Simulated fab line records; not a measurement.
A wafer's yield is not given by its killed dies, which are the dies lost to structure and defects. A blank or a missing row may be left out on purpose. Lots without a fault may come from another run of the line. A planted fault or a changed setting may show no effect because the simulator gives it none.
Which tool was responsible? / flow berkeley-cmos170 / 7 lots (21 wafers sampled), 1 step of a 331-step route

== WHAT EACH GAUGE READ, for each wafer ==
UCB170_ACTIVE_THK_MEAS_06.
lot=L697; measured=day 4 09:27; on=film-metro-04; ACTIVE_NITRIDE_THK (nm)=225.3 226.2 225.0
lot=L699; measured=day 4 15:07; on=film-metro-02; ACTIVE_NITRIDE_THK (nm)=221.6 222.4 221.8
lot=L700; measured=day 5 06:40; on=film-metro-04; ACTIVE_NITRIDE_THK (nm)=227.9 225.8 228.8
lot=L708; measured=day 6 09:32; on=film-metro-04; ACTIVE_NITRIDE_THK (nm)=224.9 225.3 222.8
lot=L710; measured=day 6 18:54; on=film-metro-04; ACTIVE_NITRIDE_THK (nm)=224.9 223.2 223.9
lot=L711; measured=day 7 01:34; on=film-metro-04; ACTIVE_NITRIDE_THK (nm)=225.6 227.0 224.6
lot=L718; measured=day 8 20:31; on=film-metro-01; ACTIVE_NITRIDE_THK (nm)=227.1 225.6 225.8

== WHICH TOOL RAN EACH LOT (tool, then ch and the chambers of the sampled wafers, then the start) ==
No process step before these readings appears in the record.

== THE ANSWER, worked out from the rows above alone ==
Rule: usual is defined by the lots themselves. Put in order of their means at a reading, lots are off if they are a third of the lots or fewer, leave a main group of 4 or more, and stand apart from it by a gap of 3 or more times the standard deviation of the main group's means; of several such gaps the widest counts. If all means in a main group match to the digits the tables above print for the reading, that group is not used. Also off: a lot with no number at a reading for which 4 or more lots have one. Any other lot the step has rows for is counted as sound.
None of the lots is off at any reading shown; this tells nothing.

== WHAT THE SIMULATOR HAD PUT IN ==
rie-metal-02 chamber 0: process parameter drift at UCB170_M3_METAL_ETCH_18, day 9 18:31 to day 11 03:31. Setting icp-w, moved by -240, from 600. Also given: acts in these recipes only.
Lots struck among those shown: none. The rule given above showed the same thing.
